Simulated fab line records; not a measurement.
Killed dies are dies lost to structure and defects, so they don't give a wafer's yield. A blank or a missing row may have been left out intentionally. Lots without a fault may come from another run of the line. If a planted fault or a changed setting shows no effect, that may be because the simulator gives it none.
fab line records ; flow berkeley_cmos170
[record] lots = 14; wafers = 42; last_day = 11
route steps=331 shown ACTIVE@65 NLDD@168 V1@254 M3@316
lots that met no fault: from a run of the same line without faults
start_h: the number of hours between the record's first day and the start of the first shown wafer of the lot ; wait_h: hours since the lot's step before ; " identical to the entry in the row above ; L1.1+2: a row that stands for several wafers ; - value missing, or start not given ; * or withheld: withheld ; < > ~ a bound
route shown NAME@n: a module of which the file shows steps, and the number in the route of the first ; usual: average and standard deviation across the fault-free wafers ; same: alike in all rows ; chamber/n: place in a boat ; sites: the reading at each site ; _std_site: their standard deviation ; _edge_site: mean of outer sites minus mean of inner sites ; radius_mm: how far each site lies from the wafer's centre ; mask NAME#n: copy n ; behind: the tool/chamber that last shaped the wafer ; hold: cause of the lot's hold/its duration in hours/its outcome ; device: transistor that didn't switch, given as n, p or np ; end of line: the route-end tests of the same wafers ; step lacking rows: just its recipe ; killed: not the wafer's yield, but the dies lost to structure and defects at the first sort ; map: a wafer's dies, marking killed ones x, the rest . and places with no die _
set.NAME: the setting as run; set.NAME@STEP: as run at that earlier step ; model.NAME: the simulator's own value behind a step, which no gauge read
one table for each step of the route and one row for each wafer, over a sample of lots
services: the hour from which a tool's chamber was out of use, counted from the record's first day as start_h (under 0 if before that day), plus the number of hours and why
[[steps]]
[step UCB170_ACTIVE_CVD_05]
[recipe] material = Si3N4; target_thk_nm = 220; temp_c = 800; precursor = SiH2Cl2/NH3; time_s = 3300; pressure_mtorr = 200; sih2cl2_flow_sccm = 25; nh3_flow_sccm = 75
[usual] susceptor_temp_C = 800.03/0.3; zone_power_source_pct = 20.5/2.5
lot.wafer;tool;chamber;start_h;wait_h;susceptor_temp_C;zone_power_source_pct
L779.1;lpcvd-02;1;73.77;0.0;799.77;22.1
L779.2;lpcvd-02;1;73.77;0.0;800.13;22.0
L779.4;lpcvd-02;1;73.77;0.0;799.90;21.7
L782.4;lpcvd-02;1;80.59;0.8;799.93;21.6
L782.5;lpcvd-02;1;80.59;0.8;800.21;21.7
L782.6;lpcvd-02;1;80.59;0.8;800.27;21.9
L783.1;lpcvd-02;0;86.50;0.7;800.01;17.2
L783.3;lpcvd-02;0;86.50;0.7;799.89;16.9
L783.5;lpcvd-02;0;86.50;0.7;800.47;17.0
L785.2;lpcvd-02;0;91.02;0.0;800.16;17.2
L785.5;lpcvd-02;0;91.02;0.0;799.93;17.1
L785.6;lpcvd-02;0;91.02;0.0;800.24;17.1
L786.3;lpcvd-02;0;107.37;0.0;800.31;17.4
L786.5;lpcvd-02;0;107.37;0.0;800.10;17.0
L786.6;lpcvd-02;0;107.37;0.0;799.86;16.9
L792.1;lpcvd-01;1;137.81;0.0;799.69;19.4
L792.5;lpcvd-01;1;137.81;0.0;799.36;18.8
L792.6;lpcvd-01;1;137.81;0.0;799.79;19.5
L794.1;lpcvd-01;0;146.88;0.0;800.24;23.6
L794.5;lpcvd-01;0;146.88;0.0;800.08;23.5
L794.6;lpcvd-01;0;146.88;0.0;799.89;23.4
L795.2;lpcvd-02;1;166.65;0.0;799.83;21.9
L795.4;lpcvd-02;1;166.65;0.0;800.07;22.1
L795.5;lpcvd-02;1;166.65;0.0;800.12;22.3
L796.3;lpcvd-01;0;173.28;0.0;800.40;23.6
L796.4;lpcvd-01;0;173.28;0.0;800.24;23.6
L796.5;lpcvd-01;0;173.28;0.0;800.07;23.4
L797.1;lpcvd-01;0;173.28;0.0;799.97;23.4
L797.5;lpcvd-01;0;173.28;0.0;799.98;23.5
L797.6;lpcvd-01;0;173.28;0.0;799.30;23.6
L798.1;lpcvd-01;0;173.28;0.0;800.23;23.9
L798.2;lpcvd-01;0;173.28;0.0;800.14;23.5
L798.4;lpcvd-01;0;173.28;0.0;800.18;23.6
L799.2;lpcvd-01;0;173.28;0.0;800.77;23.3
L799.4;lpcvd-01;0;173.28;0.0;799.83;23.4
L799.5;lpcvd-01;0;173.28;0.0;800.22;24.0
L800.1;lpcvd-02;0;175.53;0.7;800.30;17.1
L800.2;lpcvd-02;0;175.53;0.7;799.96;17.1
L800.3;lpcvd-02;0;175.53;0.7;800.42;17.3
L801.1;lpcvd-02;0;175.53;0.7;800.29;17.1
L801.2;lpcvd-02;0;175.53;0.7;800.05;16.9
L801.4;lpcvd-02;0;175.53;0.7;799.90;17.0
[step UCB170_ACTIVE_THK_MEAS_06]
[recipe] reads = Si3N4_of_ACTIVE_CVD_05
[usual] ACTIVE_NITRIDE_THK = 220.7/2.3
lot.wafer;tool;chamber;start_h;wait_h;ACTIVE_NITRIDE_THK[nm]
L779.1;film_metro-04;-;75.68;0.0;216.9
L779.2;film_metro-04;-;75.68;0.0;218.6
L779.4;film_metro-04;-;75.68;0.0;215.9
L782.4;film_metro-04;-;82.53;0.0;221.0
L782.5;film_metro-04;-;82.53;0.0;221.1
L782.6;film_metro-04;-;82.53;0.0;221.4
L783.1;film_metro-03;-;88.42;0.0;222.7
L783.3;film_metro-03;-;88.42;0.0;222.9
L783.5;film_metro-03;-;88.42;0.0;221.0
L785.2;film_metro-02;-;92.94;0.0;338.6
L785.5;film_metro-02;-;92.94;0.0;338.4
L785.6;film_metro-02;-;92.94;0.0;338.6
L786.3;film_metro-04;-;109.30;0.0;338.6
L786.5;film_metro-04;-;109.30;0.0;337.0
L786.6;film_metro-04;-;109.30;0.0;336.5
L792.1;film_metro-04;-;139.72;0.0;218.6
L792.5;film_metro-04;-;139.72;0.0;220.0
L792.6;film_metro-04;-;139.72;0.0;219.7
L794.1;film_metro-04;-;148.80;0.0;220.5
L794.5;film_metro-04;-;148.80;0.0;222.6
L794.6;film_metro-04;-;148.80;0.0;220.5
L795.2;film_metro-02;-;169.53;0.0;220.6
L795.4;film_metro-02;-;169.53;0.0;217.2
L795.5;film_metro-02;-;169.53;0.0;217.9
L797.1;film_metro-04;-;175.20;0.0;222.4
L797.5;film_metro-04;-;175.20;0.0;224.7
L797.6;film_metro-04;-;175.20;0.0;222.3
L798.1;film_metro-03;-;175.20;0.0;220.6
L798.2;film_metro-03;-;175.20;0.0;221.7
L798.4;film_metro-03;-;175.20;0.0;222.1
L799.2;film_metro-04;-;175.27;0.1;219.1
L799.4;film_metro-04;-;175.27;0.1;218.0
L799.5;film_metro-04;-;175.27;0.1;219.4
L796.3;film_metro-03;-;175.28;0.1;225.7
L796.4;film_metro-03;-;175.28;0.1;223.4
L796.5;film_metro-03;-;175.28;0.1;225.3
L800.1;film_metro-02;-;177.45;0.0;221.8
L800.2;film_metro-02;-;177.45;0.0;224.5
L800.3;film_metro-02;-;177.45;0.0;224.5
L801.1;film_metro-04;-;177.45;0.0;219.5
L801.2;film_metro-04;-;177.45;0.0;220.5
L801.4;film_metro-04;-;177.45;0.0;218.6
[step UCB170_ACTIVE_ETCH_15]
[recipe] chemistry = CH3F/Ar/O2; target = Si3N4; stop_on = SiO2; CH3F_flow_sccm = 20; Ar_flow_sccm = 50; O2_flow_sccm = 7; pressure_mtorr = 50; rf_w = 450; target_depth_a = 2420; over_etch_frac = 0.1; time_s = 151
[usual] drypump_motor_current_A = 5.8/0.49; oes_product_au = 0.937/0.014; throttle_valve_pct = 8.04/0.13
lot.wafer;tool;chamber;start_h;wait_h;drypump_motor_current_A;oes_product_au;rf_hours_counter_h;throttle_valve_pct
L779.1;rie_diel-01;2;76.77;0.0;5.9;0.953;115;8.07
L779.2;rie_diel-01;1;76.77;0.0;6.0;0.945;146;7.82
L779.4;rie_diel-01;0;76.77;0.0;5.6;0.907;2;7.97
L782.4;rie_diel-03;1;84.99;0.0;5.4;0.927;38;8.27
L782.5;rie_diel-03;0;84.99;0.0;5.8;0.938;-;8.06
L782.6;rie_diel-03;3;84.99;0.0;4.8;0.953;-;8.02
L783.1;rie_diel-01;3;90.96;0.0;5.5;0.935;152;7.92
L783.3;rie_diel-01;2;90.96;0.0;5.9;0.962;116;8.08
L783.5;rie_diel-01;2;90.96;0.0;5.9;0.954;-;8.09
L785.2;rie_diel-03;1;94.23;0.0;5.3;0.965;39;8.29
L785.5;rie_diel-03;0;94.23;0.0;5.8;0.999;-;8.05
L785.6;rie_diel-03;1;94.23;0.0;5.4;0.958;-;8.28
L786.3;rie_diel-03;1;110.34;0.0;5.4;0.984;40;8.28
L786.5;rie_diel-03;0;110.34;0.0;5.8;0.998;-;8.05
L786.6;rie_diel-03;3;110.34;0.0;4.8;1.007;-;8.04
L792.1;rie_diel-01;0;141.15;0.0;5.6;0.911;5;7.95
L792.5;rie_diel-01;2;141.15;0.0;5.9;0.950;-;8.08
L792.6;rie_diel-01;3;141.15;0.0;5.6;0.921;-;7.92
L794.1;rie_diel-03;1;149.98;0.0;5.3;0.930;42;8.28
L794.5;rie_diel-03;3;149.98;0.0;4.8;0.947;-;8.05
L794.6;rie_diel-03;2;149.98;0.0;6.3;0.931;-;8.05
L795.2;rie_diel-03;2;171.48;0.0;6.3;0.938;138;8.05
L795.4;rie_diel-03;0;171.48;0.0;5.8;0.926;59;8.05
L795.5;rie_diel-03;3;171.48;0.0;4.8;0.943;-;8.04
L797.1;rie_diel-04;2;177.02;0.0;6.6;0.928;105;7.87
L797.5;rie_diel-04;3;177.02;0.0;6.0;0.949;-;8.17
L797.6;rie_diel-04;2;177.02;0.0;6.6;0.932;-;7.87
L798.1;rie_diel-03;2;177.30;0.0;6.3;0.933;138;8.06
L798.2;rie_diel-03;0;177.30;0.0;5.8;0.944;60;8.05
L798.4;rie_diel-03;3;177.30;0.0;4.9;0.947;5;8.03
L799.2;rie_diel-01;3;177.53;0.0;5.5;0.965;1;7.91
L799.4;rie_diel-01;0;177.53;0.0;5.6;0.902;-;7.95
L799.5;rie_diel-01;3;177.53;0.0;5.5;0.974;-;7.93
L796.3;rie_diel-03;2;177.81;0.0;6.3;0.951;138;8.04
L796.4;rie_diel-03;1;177.81;0.0;5.4;0.940;43;8.28
L796.5;rie_diel-03;0;177.81;0.0;5.8;0.950;-;8.06
L800.1;rie_diel-03;2;178.90;0.0;6.3;0.944;138;8.06
L800.2;rie_diel-03;1;178.90;0.0;5.4;0.939;43;8.29
L800.3;rie_diel-03;0;178.90;0.0;5.8;0.947;60;8.04
L801.1;rie_diel-04;2;179.22;0.0;6.6;0.927;105;7.89
L801.2;rie_diel-04;3;179.22;0.0;5.9;0.937;74;8.16
L801.4;rie_diel-04;1;179.22;0.0;5.7;0.939;111;8.01
[step UCB170_NLDD_STRIP_10]
[recipe] chemistry = O2; power_w = 400; pressure_mtorr = 3500; platen_temp_c = withheld; o2_flow_sccm = 400; overash_fraction = 0.5
[usual] drypump_motor_current_A = 5.8/0.37; oes_product_au = 0.734/0.0046; strip_time_to_endpoint_s = 21.64/0.066
lot.wafer;tool;chamber;start_h;wait_h;drypump_motor_current_A;oes_product_au;rf_hours_counter_h;strip_time_to_endpoint_s
L779.1;plasma_asher-04;0;132.06;0.1;6.0;0.736;34;21.58
L779.2;plasma_asher-04;1;132.06;0.1;6.2;0.742;34;21.56
L779.4;plasma_asher-04;0;132.06;0.1;6.0;0.735;-;21.58
L782.4;plasma_asher-01;0;137.37;0.1;5.1;0.736;-;21.59
L782.5;plasma_asher-01;1;137.37;0.1;5.8;0.728;-;21.63
L782.6;plasma_asher-01;0;137.37;0.1;5.1;0.740;-;21.65
L783.1;plasma_asher-03;0;147.37;0.1;5.7;0.730;4;21.62
L783.3;plasma_asher-03;0;147.37;0.1;5.7;0.735;-;21.66
L783.5;plasma_asher-03;0;147.37;0.1;5.7;0.734;-;21.63
L792.1;plasma_asher-04;1;189.04;0.1;6.2;0.739;41;21.61
L792.5;plasma_asher-04;0;189.04;0.1;6.0;0.741;-;21.66
L792.6;plasma_asher-04;1;189.04;0.1;6.3;0.737;-;21.65
L794.1;plasma_asher-03;1;197.53;0.1;6.0;0.735;9;21.70
L794.5;plasma_asher-03;1;197.53;0.1;6.1;0.732;-;21.65
L794.6;plasma_asher-03;0;197.53;0.1;5.7;0.732;-;21.65
L795.2;plasma_asher-04;1;212.68;0.1;6.2;0.726;43;21.62
L795.4;plasma_asher-04;0;212.68;0.1;6.0;0.736;-;21.58
L795.5;plasma_asher-04;0;212.68;0.1;6.0;0.732;-;21.68
L800.1;plasma_asher-04;0;223.31;0.1;6.0;0.734;45;21.73
L800.2;plasma_asher-04;1;223.31;0.1;6.2;0.737;45;21.70
L800.3;plasma_asher-04;1;223.31;0.1;6.2;0.729;-;21.74
L798.1;plasma_asher-03;1;223.37;0.1;6.0;0.735;12;21.74
L798.2;plasma_asher-03;0;223.37;0.1;5.7;0.729;12;21.67
L798.4;plasma_asher-03;0;223.37;0.1;5.6;0.738;-;21.64
L799.2;plasma_asher-04;1;223.95;0.1;6.2;0.731;45;21.59
L799.4;plasma_asher-04;0;223.95;0.1;6.0;0.731;-;21.61
L799.5;plasma_asher-04;0;223.95;0.1;6.0;0.728;-;21.67
L801.1;plasma_asher-01;1;224.04;0.1;5.8;0.738;53;21.59
L801.2;plasma_asher-01;0;224.04;0.1;5.1;0.730;53;21.64
L801.4;plasma_asher-01;0;224.04;0.1;5.1;0.735;-;21.64
L796.3;plasma_asher-03;0;224.35;0.1;5.7;0.736;-;21.60
L796.4;plasma_asher-03;1;224.35;0.1;6.1;0.734;-;21.63
L796.5;plasma_asher-03;0;224.35;0.1;5.7;0.731;-;21.62
L797.1;plasma_asher-03;0;225.12;0.1;5.6;0.732;13;21.73
L797.5;plasma_asher-03;1;225.12;0.1;6.1;0.744;-;21.75
L797.6;plasma_asher-03;0;225.12;0.1;5.7;0.732;-;21.70
[step UCB170_V1_CVD_00]
[recipe] material = SiO2; target_thk_nm = 2000; temp_c = 390; precursor = TEOS/O2; time_s = 250; rf_w = 550; pressure_mtorr = 9000
[usual] heater_power_w = 273/54; susceptor_temp_C = 390.00/0.22
lot.wafer;tool;chamber;start_h;wait_h;heater_power_w;susceptor_temp_C
L779.1;pecvd-02;1;161.38;0.0;285;389.72
L779.2;pecvd-02;2;161.38;0.0;329;389.63
L779.4;pecvd-02;0;161.38;0.0;315;389.73
L782.4;pecvd-01;2;164.13;0.1;371;390.24
L782.5;pecvd-01;0;164.13;0.1;225;390.28
L782.6;pecvd-01;1;164.13;0.1;306;390.04
L783.1;pecvd-02;0;167.98;0.0;311;389.80
L783.3;pecvd-02;2;167.98;0.0;326;390.06
L783.5;pecvd-02;0;167.98;0.0;221;389.92
L792.1;pecvd-02;2;212.94;0.0;330;390.30
L792.5;pecvd-02;1;212.94;0.0;296;389.75
L792.6;pecvd-02;0;212.94;0.0;312;389.40
L794.1;pecvd-01;0;220.16;0.0;316;390.25
L794.5;pecvd-01;0;220.16;0.0;229;389.91
L794.6;pecvd-01;2;220.16;0.0;266;389.89
L795.2;pecvd-01;0;236.08;0.0;264;390.03
L795.4;pecvd-01;2;236.08;0.0;366;389.69
L795.5;pecvd-01;0;236.08;0.0;313;390.23
L800.1;pecvd-01;1;246.74;0.0;263;389.89
L800.2;pecvd-01;2;246.74;0.0;371;390.11
L800.3;pecvd-01;0;246.74;0.0;294;390.11
L801.1;pecvd-01;0;246.90;0.2;305;389.93
L801.2;pecvd-01;1;246.90;0.2;314;390.22
L801.4;pecvd-01;2;246.90;0.2;365;389.85
L796.3;pecvd-01;1;247.05;0.3;279;390.13
L796.4;pecvd-01;2;247.05;0.3;372;390.21
L796.5;pecvd-01;0;247.05;0.3;230;389.82
L798.1;pecvd-01;2;247.21;0.5;367;389.92
L798.2;pecvd-01;1;247.21;0.5;304;389.92
L798.4;pecvd-01;1;247.21;0.5;223;390.12
L799.2;pecvd-01;2;247.36;0.6;350;389.84
L799.4;pecvd-01;0;247.36;0.6;318;389.84
L799.5;pecvd-01;2;247.36;0.6;271;390.00
L797.1;pecvd-01;1;249.33;0.0;274;390.21
L797.5;pecvd-01;0;249.33;0.0;222;389.93
L797.6;pecvd-01;1;249.33;0.0;218;390.12
[step UCB170_M3_STRIP_07]
[recipe] chemistry = O2; power_w = 400; pressure_mtorr = 3500; platen_temp_c = withheld; o2_flow_sccm = 400; overash_fraction = 0.5
[usual] drypump_motor_current_A = 5.7/0.35; oes_product_au = 0.735/0.005; strip_time_to_endpoint_s = 21.98/0.077
lot.wafer;tool;chamber;start_h;wait_h;drypump_motor_current_A;oes_product_au;rf_hours_counter_h;strip_time_to_endpoint_s
L779.1;plasma_asher-01;1;170.28;0.1;5.8;0.732;46;21.99
L779.2;plasma_asher-01;0;170.28;0.1;5.1;0.735;46;22.06
L779.4;plasma_asher-01;0;170.28;0.1;5.1;0.738;-;22.08
L782.4;plasma_asher-03;0;173.76;0.1;5.7;0.735;-;21.94
L782.5;plasma_asher-03;1;173.76;0.1;6.1;0.733;-;21.95
L782.6;plasma_asher-03;0;173.76;0.1;5.7;0.732;-;21.95
L783.1;plasma_asher-01;1;179.93;0.1;5.8;0.732;48;22.07
L783.3;plasma_asher-01;1;179.93;0.1;5.8;0.727;-;21.99
L783.5;plasma_asher-01;0;179.93;0.1;5.1;0.725;-;21.97
L792.1;plasma_asher-03;0;223.56;0.1;5.7;0.738;13;21.86
L792.5;plasma_asher-03;1;223.56;0.1;6.1;0.736;-;21.88
L792.6;plasma_asher-03;0;223.56;0.1;5.7;0.724;-;21.99
L794.1;plasma_asher-02;0;230.28;0.1;6.2;0.732;52;21.88
L794.5;plasma_asher-02;1;230.28;0.1;5.6;0.735;-;21.83
L794.6;plasma_asher-02;0;230.28;0.1;6.2;0.729;-;21.83
L795.2;plasma_asher-01;1;244.40;0.1;5.8;0.729;55;21.95
L795.4;plasma_asher-01;1;244.40;0.1;5.8;0.742;-;21.96
L795.5;plasma_asher-01;0;244.40;0.1;5.1;0.745;-;21.97
L796.3;plasma_asher-01;1;260.80;0.1;5.8;0.732;-;22.11
L796.4;plasma_asher-01;0;260.80;0.1;5.1;0.730;-;22.04
L796.5;plasma_asher-01;1;260.80;0.1;5.8;0.733;-;22.05
L801.1;plasma_asher-03;1;261.76;0.1;6.1;0.735;18;22.08
L801.2;plasma_asher-03;0;261.76;0.1;5.7;0.731;18;22.02
L801.4;plasma_asher-03;0;261.76;0.1;5.7;0.729;-;22.16
L800.1;plasma_asher-01;0;261.94;0.1;5.1;0.743;57;21.98
L800.2;plasma_asher-01;1;261.94;0.1;5.8;0.737;57;21.99
L800.3;plasma_asher-01;1;261.94;0.1;5.8;0.726;-;21.97
L798.1;plasma_asher-01;0;262.39;0.1;5.2;0.738;57;22.03
L798.2;plasma_asher-01;1;262.39;0.1;5.8;0.737;57;21.90
L798.4;plasma_asher-01;0;262.39;0.1;5.1;0.745;-;21.96
L799.2;plasma_asher-03;1;262.48;0.1;6.1;0.726;18;22.14
L799.4;plasma_asher-03;1;262.48;0.1;6.1;0.743;-;22.18
L799.5;plasma_asher-03;1;262.48;0.1;6.1;0.737;-;22.16
L797.1;plasma_asher-01;0;263.29;0.1;5.1;0.732;58;21.97
L797.5;plasma_asher-01;1;263.29;0.1;5.8;0.739;-;22.01
L797.6;plasma_asher-01;0;263.29;0.1;5.1;0.744;-;22.01
[[services]]
tool;chamber;start_h;hours;kind
pecvd-02;-;62.45;3.2;repair
rie_diel-04;2;67.35;4.5;repair
pecvd-02;0;79.06;9.8;repair
rie_diel-01;0;96.54;6.0;repair
pecvd-02;-;104.70;6.0;pm
rie_diel-03;2;108.32;1.7;repair
plasma_asher-03;-;108.75;9.0;pm
plasma_asher-03;0;108.75;9.0;vent_cycle
plasma_asher-03;1;108.75;9.0;vent_cycle
plasma_asher-03;0;117.75;-;clean
plasma_asher-03;1;117.75;-;clean
rie_diel-03;3;118.93;3.7;repair
rie_diel-01;-;122.59;2.8;pm
pecvd-01;-;135.50;14.0;pm
rie_diel-01;-;194.32;0.5;repair
rie_diel-01;3;201.18;4.9;repair
plasma_asher-02;-;207.21;2.6;repair
rie_diel-03;-;215.94;28.1;pm
rie_diel-04;-;234.86;0.8;repair
pecvd-02;-;236.46;4.9;repair
pecvd-02;-;244.02;5.5;pm
rie_diel-03;0;254.14;3.0;repair
rie_diel-03;1;254.16;4.9;repair
rie_diel-03;3;256.47;6.2;repair
[[key]]
[first_sign] step = UCB170_ACTIVE_THK_MEAS_06; reading = ACTIVE_NITRIDE_THK; direction = up; sigmas = 51; usual = 220.7; struck = 337.9
[effect] step = UCB170_ACTIVE_ETCH_15; reading = oes_product_au; direction = up; sigmas = 3.5; usual = 0.937; struck = 0.985
met_at UCB170_ACTIVE_CVD_05
struck_lots L785,L786
struck_wafers L785.2,L785.5,L785.6,L786.3,L786.5,L786.6
later_rows_left_out L785.2,L785.5,L785.6,L786.3,L786.5,L786.6
sort_left_out L785.2,L785.5,L785.6,L786.3,L786.5,L786.6
tester_left_out L785,L786
not_acting_at UCB170_NLDD_STRIP_10,UCB170_V1_CVD_00,UCB170_M3_STRIP_07
onset_between 86.50 91.02
[fault] kind = process_parameter_drift; tool = lpcvd-02; chamber = 0; onset_h = 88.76; steps = UCB170_ACTIVE_CVD_05; channel = target_thk_nm; offset = 116.09; shape = step; end_h = 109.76; acts_in = these_recipes_only; stated = 220
// tester_left_out: of these lots the tester's yield and bins aren't shown, on N5 and GAA mostly nor the transistor test; their killed dies are dies lost to structure and defects alone, not to doping, threshold or leakage, so they don't give the yield
// sort_left_out: the simulated sort isn't trusted on such a fault, so these wafers' sort isn't shown, and their yield isn't known
// later_rows_left_out: the simulator's readings of these wafers behind a module that went badly wrong aren't trusted and aren't shown, but for the sort
